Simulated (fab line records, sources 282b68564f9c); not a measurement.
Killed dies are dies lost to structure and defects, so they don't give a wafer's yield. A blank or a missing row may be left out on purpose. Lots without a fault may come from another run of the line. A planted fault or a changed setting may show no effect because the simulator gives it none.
Which tool did it? | flow rit_cmos | 14 lots, 42 wafers sampled, at 2 steps of a route of 202

WHAT THE GAUGES READ, wafer by wafer
RIT_CONTACT_CD_MEAS_08: target cd 1000 nm. Usual: cd_nm 1001.3 nm, standard deviation 2.2.
lot  | measured    | on        | cd_nm (nm)           | flag
L181 | day 3 06:15 | cd_sem-02 | 1003.7 1002.2 1001.9 |
L182 | day 3 10:29 | cd_sem-02 | 1006.1 1005.4 1004.3 |
L183 | day 3 13:35 | cd_sem-02 | 1002.9 1001.1 1002.0 |
L184 | day 3 18:29 | cd_sem-02 | 999.7 999.2 997.8    |
L185 | day 4 01:09 | cd_sem-02 | 1001.5 1003.6 1003.1 |
L186 | day 4 06:32 | cd_sem-02 | 998.5 997.8 998.3    |
L189 | day 4 19:26 | cd_sem-01 | 999.7 998.0 997.2    |
L191 | day 5 06:04 | cd_sem-02 | 1011.7 1010.6 1010.0 | OFF
L192 | day 5 10:23 | cd_sem-02 | 1008.6 1009.8 1009.5 | OFF
L194 | day 5 19:52 | cd_sem-02 | 997.9 997.6 996.6    |
L198 | day 6 19:16 | cd_sem-01 | 999.1 999.2 999.7    |
L201 | day 7 12:11 | cd_sem-02 | 1001.2 1003.0 1004.4 |
L202 | day 7 17:19 | cd_sem-01 | 1001.5 1002.2 1002.1 |
L203 | day 7 19:27 | cd_sem-02 | 1002.6 999.5 999.0   |

WHICH TOOL RAN EACH LOT (tool, then ch and the chambers of the sampled wafers, then the start)
lot  | RIT_CONTACT_COAT_03
L181 | litho_track-02 ch 0, day 3 05:26
L182 | litho_track-02 ch 0, day 3 09:26
L183 | litho_track-04 ch 0, day 3 12:46
L184 | litho_track-03 ch 0, day 3 17:40
L185 | litho_track-03 ch 0, day 4 00:20
L186 | litho_track-04 ch 0, day 4 05:35
L189 | litho_track-03 ch 0, day 4 18:30
L191 | litho_track-02 ch 0, day 5 05:14
L192 | litho_track-02 ch 0, day 5 09:29
L194 | litho_track-03 ch 0, day 5 18:55
L198 | litho_track-03 ch 0, day 6 18:26
L201 | litho_track-03 ch 0, day 7 11:22
L202 | litho_track-04 ch 0, day 7 16:25
L203 | litho_track-03 ch 0, day 7 18:31
- RIT_CONTACT_COAT_03: resist thk 1000 nm.

WHAT THE TOOLS THEMSELVES READ (means of the sampled wafers that have a number; where no wafer has one, the mark that the record gives instead)
RIT_CONTACT_COAT_03. Usual: resist_line_temp_C 22.99 C, standard deviation 0.1; spin_speed_rpm 3249.8 rpm, standard deviation 2.4.
lot  | tool           | resist_line_temp_C (C) | spin_speed_rpm (rpm) | flag
L181 | litho_track-02 | 22.93                  | 3250.4               |
L182 | litho_track-02 | 22.96                  | 3246.9               |
L183 | litho_track-04 | 22.90                  | 3250.5               |
L184 | litho_track-03 | 23.04                  | 3249.1               |
L185 | litho_track-03 | 23.05                  | 3250.0               |
L186 | litho_track-04 | 23.00                  | 3251.6               |
L189 | litho_track-03 | 22.97                  | 3247.7               |
L191 | litho_track-02 | 22.88                  | 3904.8               | OFF
L192 | litho_track-02 | 22.97                  | 3905.0               | OFF
L194 | litho_track-03 | 23.05                  | 3247.4               |
L198 | litho_track-03 | 23.02                  | 3249.7               |
L201 | litho_track-03 | 23.11                  | 3250.1               |
L202 | litho_track-04 | 23.00                  | 3252.2               |
L203 | litho_track-03 | 23.07                  | 3252.0               |

THE ANSWER, worked out from the rows above alone
Rule: a lot is off if the mean of its wafers that have a number lies more than 3 standard deviations from the usual mean. A lot without any number at a reading at which 4 lots or more have one is off too. The other lots that the step has rows for count as sound. The gauges are gone through in route order, then the tools' own readings, and for those a lot's mean is taken as printed above. The first step at which some lot is off is used, and at that step the reading that is off furthest; a lot without a number counts as furthest.
Off: L191, L192, at RIT_CONTACT_CD_MEAS_08 (cd_nm).
A tool fits if, at a process step before that reading, it ran every lot that is off, and no sound lot after the first of them. The gauges at RIT_CONTACT_CD_MEAS_08 aren't tried: what is off there is off at RIT_CONTACT_COAT_03 too, on other tools, and a gauge's error can't cause that. One fits: litho_track-02 at RIT_CONTACT_COAT_03. Its last sound lot is L182 (day 3 09:26), its first lot that is off L191 (day 5 05:14): a fault that began between those two fits.
The tool's own readings at RIT_CONTACT_COAT_03 bear it out: on the lots that are off they differ by more than 5 times the standard deviation of the sound lots' means. spin_speed_rpm reads 3904.9 rpm there against 3249.8 rpm on the sound lots.

WHAT THE SIMULATOR HAD PUT IN
Process parameter drift: litho_track-02, from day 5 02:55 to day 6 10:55, at RIT_CONTACT_COAT_03. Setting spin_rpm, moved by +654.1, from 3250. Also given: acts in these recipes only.
Lots struck among those shown: L191, L192. The rule above found the same.
